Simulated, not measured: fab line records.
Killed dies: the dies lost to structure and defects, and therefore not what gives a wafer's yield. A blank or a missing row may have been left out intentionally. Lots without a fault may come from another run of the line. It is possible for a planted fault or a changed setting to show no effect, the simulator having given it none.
The tool behind it: which one? -- flow berkeley-cmos170 -- 14 lots, 42 wafers sampled, at 3 steps of a route of 331

## WHAT THE GAUGES SHOWED, per wafer
UCB170_CONTACT_THK_MEAS_02. Usual: CONTACT_PSG_THK 703 nm, standard deviation 6.7.
lot,measured,on,CONTACT_PSG_THK (nm),flag
L459,day 7 04:34,film-metro-04,700 706 699,
L457,day 7 04:34,film-metro-03,699 706 702,
L456,day 7 04:47,film-metro-01,699 697 692,
L460,day 7 18:50,film-metro-03,705 699 700,
L462,day 8 04:55,film-metro-04,707 701 699,
L461,day 8 05:35,film-metro-03,698 704 697,
L463,day 8 09:24,film-metro-04,685 690 697,
L464,day 8 09:25,film-metro-01,702 696 702,
L465,day 8 22:53,film-metro-04,652 657 648,OFF
L466,day 8 21:28,film-metro-03,704 713 709,
L467,day 9 14:23,film-metro-01,656 654 662,OFF
L471,day 10 01:40,film-metro-03,698 697 704,
L478,day 11 12:49,film-metro-04,697 703 697,
L479,day 11 17:29,film-metro-01,702 700 701,

## TOOL THAT RAN EACH LOT (tool first, then ch and the chambers of the sampled wafers, then the start)
lot,UCB170_NLDD_STRIP_10,UCB170_CONTACT_CVD_01
L459,"plasma-asher-03 ch 0,1, day 6 11:05","lpcvd-02 ch 1, day 7 02:46"
L457,"plasma-asher-01 ch 0,1, day 6 11:55","lpcvd-02 ch 1, day 7 02:46"
L456,"plasma-asher-01 ch 0,1, day 6 15:35","lpcvd-01 ch 0, day 7 02:59"
L460,"plasma-asher-01 ch 0,1, day 7 05:14","lpcvd-01 ch 0, day 7 17:02"
L462,"plasma-asher-03 ch 0,1, day 7 15:03","lpcvd-02 ch 1, day 8 03:07"
L461,"plasma-asher-02 ch 0,1, day 7 15:17","lpcvd-01 ch 1, day 8 02:55"
L463,"plasma-asher-02 ch 0,1, day 7 18:41","lpcvd-02 ch 0, day 8 07:37"
L464,"plasma-asher-03 ch 0, day 7 20:05","lpcvd-02 ch 0, day 8 07:37"
L465,"plasma-asher-01 ch 0,1, day 8 08:04","lpcvd-02 ch 1, day 8 21:07"
L466,"plasma-asher-02 ch 0,1, day 8 08:19","lpcvd-01 ch 1, day 8 19:40"
L467,"plasma-asher-03 ch 0,1, day 8 23:46","lpcvd-02 ch 1, day 9 12:37"
L471,"plasma-asher-02 ch 0,1, day 9 09:29","lpcvd-01 ch 1, day 9 23:53"
L478,"plasma-asher-01 ch 0,1, day 10 23:14","lpcvd-01 ch 1, day 11 11:01"
L479,"plasma-asher-01 ch 0,1, day 11 04:35","lpcvd-01 ch 1, day 11 15:41"
- UCB170_NLDD_STRIP_10: strips in O2.
- UCB170_CONTACT_CVD_01: deposits PSG from SiH4/O2/PH3, target thk 700 nm, time 2820 s.

## WHAT THE TOOLS THEMSELVES READ (means of the sampled wafers that have a number; where no wafer has one, the mark that the record gives instead)
UCB170_NLDD_STRIP_10. Usual: drypump-motor-current-A 5.6 A, standard deviation 0.45; oes-product-au 0.734 a.u., standard deviation 0.0041; strip-time-to-endpoint-s 21.63 s, standard deviation 0.062.
lot,tool,drypump-motor-current-A (A),oes-product-au (a.u.),strip-time-to-endpoint-s (s),flag
L459,plasma-asher-03,5.2,0.738,21.55,
L457,plasma-asher-01,6.0,0.734,21.64,
L456,plasma-asher-01,5.8,0.736,21.66,
L460,plasma-asher-01,6.0,0.735,21.58,
L462,plasma-asher-03,5.4,0.734,21.68,
L461,plasma-asher-02,5.6,0.733,21.50,
L463,plasma-asher-02,5.6,0.736,21.55,
L464,plasma-asher-03,4.9,0.734,21.69,
L465,plasma-asher-01,5.8,0.733,21.65,
L466,plasma-asher-02,5.6,0.734,21.59,
L467,plasma-asher-03,5.2,0.727,21.64,
L471,plasma-asher-02,5.6,0.731,21.63,
L478,plasma-asher-01,6.0,0.732,21.66,
L479,plasma-asher-01,5.8,0.737,21.71,

UCB170_CONTACT_CVD_01. Usual: pressure-mtorr 299.9 mTorr, standard deviation 0.65; sih4-flow-sccm 60.00 sccm, standard deviation 0.19; zone-power-centre-pct 22.4 %, standard deviation 1.8.
lot,tool,pressure-mtorr (mTorr),sih4-flow-sccm (sccm),zone-power-centre-pct (%),flag
L459,lpcvd-02,300.0,59.84,23.5,
L457,lpcvd-02,299.4,60.04,23.3,
L456,lpcvd-01,299.9,60.14,17.5,
L460,lpcvd-01,300.4,60.04,17.6,
L462,lpcvd-02,299.4,59.97,23.3,
L461,lpcvd-01,300.2,59.82,23.4,
L463,lpcvd-02,299.7,60.04,21.0,
L464,lpcvd-02,299.6,60.28,21.1,
L465,lpcvd-02,299.8,47.94,23.3,OFF
L466,lpcvd-01,300.1,59.79,23.6,
L467,lpcvd-02,299.9,48.08,23.5,OFF
L471,lpcvd-01,301.3,60.22,23.6,
L478,lpcvd-01,299.6,60.23,23.4,
L479,lpcvd-01,300.3,60.01,23.5,

## THE ANSWER, worked out from the rows above alone
Rule: lot off if the mean of its wafers having a number is beyond 3 standard deviations from the usual mean. Also off: a lot with no number at a reading for which 4 or more lots have one. The other lots that the step has rows for count as sound. Order of review: gauges by route order, followed by the tools' own readings, for which a lot's mean as printed above is used. The first step at which some lot is off is used, and at that step the reading that is off furthest; a lot without a number counts as furthest.
Off: L465, L467, at UCB170_CONTACT_THK_MEAS_02 (CONTACT_PSG_THK).
If a tool, at a process step before that reading, ran all the lots that are off and no sound lot after the first of them, it fits. Not tried: the gauges at UCB170_CONTACT_THK_MEAS_02; whatever is off there is also off at UCB170_CONTACT_CVD_01, on other tools, and gauge error can't account for it. One fits: lpcvd-02 at UCB170_CONTACT_CVD_01. Its last sound lot is L463 (day 8 07:37), its first lot that is off L465 (day 8 21:07): a fault that began between those two fits.
The tool's own readings at UCB170_CONTACT_CVD_01 bear it out: on the lots that are off they differ by more than 5 times the standard deviation of the sound lots' means. sih4-flow-sccm reads 48.01 sccm there against 60.03 sccm on the sound lots.

## WHAT THE SIMULATOR PUT IN
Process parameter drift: lpcvd-02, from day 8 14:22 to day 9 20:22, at UCB170_CONTACT_CVD_01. Setting sih4-flow-sccm, moved by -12, from 60. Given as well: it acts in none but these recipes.
Lots struck among those shown: L465, L467. Same finding as the rule above.
